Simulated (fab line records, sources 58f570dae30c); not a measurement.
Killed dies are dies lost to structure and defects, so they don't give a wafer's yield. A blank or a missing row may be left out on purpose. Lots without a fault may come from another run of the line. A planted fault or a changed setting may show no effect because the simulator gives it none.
Chamber matching | flow berkeley_cmos170 | UCB170_FIELD_WET_ETCH_05 on wet_bench-03: 3 sister chambers
The step etches Si3N4 in H3PO4, time 12600 s. 6 wafers are shown with their chamber, then 8 later ones without.

WAFERS WITH THEIR CHAMBER
wafer  | chamber | bath_heat_duty_pct (%) | bath_guard_temp_C (C)
L358.4 | 3       | 32.8                   | 160.4
L358.6 | 3       | 34.7                   | 160.4
L363.4 | 2       | 27.6                   | 159.8
L363.5 | 2       | 28.3                   | 160.0
L365.6 | 0       | 27.6                   | 159.5
L366.1 | 0       | 28.4                   | 159.0

WAFERS WITHOUT THEIR CHAMBER
wafer  | bath_heat_duty_pct (%) | bath_guard_temp_C (C)
L366.4 | 30.6                   | 159.4
L366.5 | 27.3                   | 159.4
L367.1 | 27.8                   | 160.0
L367.3 | 29.6                   | 160.0
L367.4 | 27.0                   | 159.9
L372.2 | 34.2                   | 160.4
L372.4 | 33.7                   | 159.9
L372.5 | 32.2                   | 160.2

WHICH CHAMBER EACH WENT THROUGH
wafer  | from the rows above     | in truth
L366.4 | can't be placed: 0 or 2 | 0
L366.5 | can't be placed: 0 or 2 | 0
L367.1 | 2                       | 2
L367.3 | can't be placed: 2 or 0 | 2
L367.4 | 2                       | 2
L372.2 | 3                       | 3
L372.4 | 3                       | 3
L372.5 | 3                       | 3
Placed correctly: 5 of 8. Can't be placed from these rows: 3 (the true chamber is among the candidates in 3). Placed wrongly: 0.
How it was worked out, from the rows above alone: a wafer's distance from a chamber is the root of the sum, over the readings, of the square of ((its reading less the chamber's mean) divided by the reading's scatter). The wafer belongs to the nearest chamber; if the next one is less than 2 further off, it can't be placed. A chamber's mean is the mean of its shown wafers. The scatter: the root of (the sum of the squares of (reading less its chamber's mean) over the shown wafers, divided by (wafers less chambers)).
